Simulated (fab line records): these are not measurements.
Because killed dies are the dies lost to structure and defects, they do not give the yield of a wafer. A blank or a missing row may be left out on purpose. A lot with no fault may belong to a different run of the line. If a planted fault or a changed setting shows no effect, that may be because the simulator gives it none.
Which tool is to blame? :: flow ritCmos :: 13 lots with 37 wafers sampled at 2 steps, on a route of 202 steps

WHAT THE GAUGES SHOWED, per wafer
RIT_CONTACT_CD_MEAS_08: the cd target is 1000 nm.
lot: L735
measured: day 3 08:26
on: cdSem-01
cdNm (nm): 1002.1 998.8 999.1

lot: L737
measured: day 3 22:37
on: cdSem-01
cdNm (nm): 1002.4 1004.1 1003.1

lot: L740
measured: day 4 11:22
on: cdSem-02
cdNm (nm): 999.0 996.3 995.6

lot: L741
measured: day 4 17:13
on: cdSem-01
cdNm (nm): 1002.5 999.5 998.6

lot: L742
measured: day 4 23:23
on: cdSem-01
cdNm (nm): 1001.0 998.9 998.6

lot: L744
measured: day 5 05:02
on: cdSem-01
cdNm (nm): 997.5 998.3 999.8

lot: L743
measured: day 5 05:59
on: cdSem-02
cdNm (nm): 1003.2 1002.6 1003.4

lot: L746
measured: day 5 18:05
on: cdSem-02
cdNm (nm): 999.7 1001.1 999.1

lot: L747
measured: day 5 22:35
on: cdSem-02
cdNm (nm): 1003.2 1003.0 1002.1

lot: L748
measured: day 6 01:47
on: cdSem-01
cdNm (nm): 999.0 1000.3 1001.7

lot: L749
measured: day 6 08:10
on: cdSem-02
cdNm (nm): 996.8 999.0 999.1

lot: L754
measured: day 7 08:16
on: cdSem-02
cdNm (nm): 999.0 996.8 1001.1

lot: L757
measured: day 7 23:26
on: cdSem-02
cdNm (nm): 1011.2 1010.9

WHICH TOOL RAN EACH LOT (tool, then ch and the chambers of the sampled wafers, then the start)
lot: L735
RIT_CONTACT_EXPOSE_05: ilineStepper-02 ch 0, day 3 07:55

lot: L737
RIT_CONTACT_EXPOSE_05: ilineStepper-01 ch 0, day 3 22:06

lot: L740
RIT_CONTACT_EXPOSE_05: ilineStepper-01 ch 0, day 4 10:51

lot: L741
RIT_CONTACT_EXPOSE_05: ilineStepper-01 ch 0, day 4 16:41

lot: L742
RIT_CONTACT_EXPOSE_05: ilineStepper-02 ch 0, day 4 22:52

lot: L744
RIT_CONTACT_EXPOSE_05: ilineStepper-01 ch 0, day 5 04:31

lot: L743
RIT_CONTACT_EXPOSE_05: ilineStepper-01 ch 0, day 5 05:28

lot: L746
RIT_CONTACT_EXPOSE_05: ilineStepper-02 ch 0, day 5 17:34

lot: L747
RIT_CONTACT_EXPOSE_05: ilineStepper-02 ch 0, day 5 22:04

lot: L748
RIT_CONTACT_EXPOSE_05: ilineStepper-01 ch 0, day 6 01:17

lot: L749
RIT_CONTACT_EXPOSE_05: ilineStepper-02 ch 0, day 6 07:39

lot: L754
RIT_CONTACT_EXPOSE_05: ilineStepper-02 ch 0, day 7 07:46

lot: L757
RIT_CONTACT_EXPOSE_05: ilineStepper-01 ch 0, day 7 22:55
- RIT_CONTACT_EXPOSE_05: exposes mask M11, target cd 1000 nm.

WHAT THE TOOLS THEMSELVES READ (means of the sampled wafers that have a number; where no wafer has one, the mark that the record gives instead)
RIT_CONTACT_EXPOSE_05.
lot: L735
tool: ilineStepper-02
exposureDoseMJCm2: 250.37

lot: L737
tool: ilineStepper-01
exposureDoseMJCm2: 249.82

lot: L740
tool: ilineStepper-01
exposureDoseMJCm2: 250.05

lot: L741
tool: ilineStepper-01
exposureDoseMJCm2: 250.25

lot: L742
tool: ilineStepper-02
exposureDoseMJCm2: 250.03

lot: L744
tool: ilineStepper-01
exposureDoseMJCm2: 249.67

lot: L743
tool: ilineStepper-01
exposureDoseMJCm2: 249.87

lot: L746
tool: ilineStepper-02
exposureDoseMJCm2: 249.94

lot: L747
tool: ilineStepper-02
exposureDoseMJCm2: 250.14

lot: L748
tool: ilineStepper-01
exposureDoseMJCm2: 250.03

lot: L749
tool: ilineStepper-02
exposureDoseMJCm2: 249.96

lot: L754
tool: ilineStepper-02
exposureDoseMJCm2: 249.84

lot: L757
tool: ilineStepper-01
exposureDoseMJCm2: 248.94

THE ANSWER, worked out from the rows above alone
Rule: usual is defined by the lots themselves. Put in order of their means at a reading, lots are off if they are a third of the lots or fewer, leave a main group of 4 or more, and stand apart from it by a gap of 3 or more times the standard deviation of the main group's means; of several such gaps the widest counts. The tables above print the reading to a certain number of digits; a main group whose means all agree to those digits is not used. Also off: a lot with no number at a reading for which 4 or more lots have one. All remaining lots with rows at the step are treated as sound. Order of review: gauges by route order, followed by the tools' own readings, for which a lot's mean as printed above is used. At the first step where some lot is off, the reading lying furthest off is the one used; lots without a number count as furthest.
Off at RIT_CONTACT_CD_MEAS_08 (cdNm): L757. The main group: mean 1000.1 nm, standard deviation 1.9.
A tool fits if, at a process step before that reading, it ran every lot that is off, and no sound lot after the first of them. Not tried: the gauges at RIT_CONTACT_CD_MEAS_08; whatever is off there is also off at RIT_CONTACT_EXPOSE_05, on other tools, and gauge error can't account for it. One candidate fits, namely ilineStepper-01 at RIT_CONTACT_EXPOSE_05. A fault onset in the window from L748 (day 6 01:17, its last sound lot) to L757 (day 7 22:55, its first lot off) fits.
The tool's own readings at RIT_CONTACT_EXPOSE_05 bear it out: on the lots that are off they differ by more than 5 times the standard deviation of the sound lots' means. exposureDoseMJCm2 reads 248.94 there against 250.00 on the sound lots.

WHAT HAD BEEN PUT IN BY THE SIMULATOR
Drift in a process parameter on ilineStepper-01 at RIT_CONTACT_EXPOSE_05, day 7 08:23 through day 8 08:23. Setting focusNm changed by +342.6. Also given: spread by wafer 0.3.
Struck lots among those shown: L757. The rule given above showed the same thing.
